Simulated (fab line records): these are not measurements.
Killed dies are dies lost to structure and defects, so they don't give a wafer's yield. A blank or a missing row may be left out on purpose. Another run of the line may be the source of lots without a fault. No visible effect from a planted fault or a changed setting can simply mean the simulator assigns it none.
Struck lot and sound lot, side by side    flow berkeleyCmos170    14 out of 331 route steps
Sound: the wafers L678.1, L678.3, L678.4. Wafers struck: L676.1, L676.2, L676.5. The cause comes at the end.
Per side, at each step with rows, come the tool, then ch with its chambers, and then its first start. Under that, the readings that differ: sound wafers    struck wafers    difference of the means    sigmas: that difference in standard deviations of wafers without a fault.
alike: a reading whose means differ by less than 2 such deviations, as well as words and numbers matching on both sides. not compared: withheld readings; readings where some wafer has no value; bounds like >300 that might hide an equal value; numbers whose values overlap and for which the record gives no deviation.
The two part at a step that has a row with sigmas, a row that says differs or no value, or rows on one side only. Numbers that have no deviation but don't overlap get no sigmas and don't part them. Lack of a reading on every wafer of one side parts them only where that side has two or more wafers.

first, 4 steps without rows for these wafers: UCB170_WELLDRIVE_WET_ETCH_04 (etches SiO2 in BOE, time 120 s); UCB170_ACTIVE_CLEAN_00 (cleans in SPM, time 600 s); UCB170_ACTIVE_CLEAN_01 (cleans in dHF, time 60 s); UCB170_ACTIVE_OXIDATION_02 (target thk 26.4 nm, ox time 1260 s).
UCB170_ACTIVE_THK_MEAS_03:
  sound on filmMetro-03, day 8 19:23; struck on filmMetro-04, day 8 07:19
  alike: ACTIVE_OXIDE_THK
then, 2 steps without rows for these wafers: UCB170_ACTIVE_ANNEAL_04 (time 900 s); UCB170_ACTIVE_CVD_05 (deposits Si3N4 from SiH2Cl2/NH3, target thk 220 nm, time 3300 s).
UCB170_ACTIVE_THK_MEAS_06:
  sound on filmMetro-04, day 9 02:34; struck on filmMetro-04, day 8 14:43
  alike: ACTIVE_NITRIDE_THK
then, 4 steps without rows for these wafers: UCB170_ACTIVE_HMDS_07 (prime time 60 s); UCB170_ACTIVE_COAT_08 (resist thk 900 nm); UCB170_ACTIVE_SOFTBAKE_09 (time 60 s); UCB170_ACTIVE_EXPOSE_10 (exposes mask ACTIVE, target cd 1200 nm).
UCB170_ACTIVE_PEB_11:
  struck on lithoTrack-04, day 8 16:34; sound on lithoTrack-03 ch 0, day 9 05:41
  no value came back on the struck wafers for chillPlateTempC (C), exhaustPa (Pa); on the sound wafers chillPlateTempC (C) reads 22.99 23.18 23.05
then, 1 step without rows for these wafers: UCB170_ACTIVE_DEVELOP_12 (develop time 45 s).

== WHERE THEY PART ==
Only at UCB170_ACTIVE_PEB_11, within this record.

WHY: what had been put in by the simulator
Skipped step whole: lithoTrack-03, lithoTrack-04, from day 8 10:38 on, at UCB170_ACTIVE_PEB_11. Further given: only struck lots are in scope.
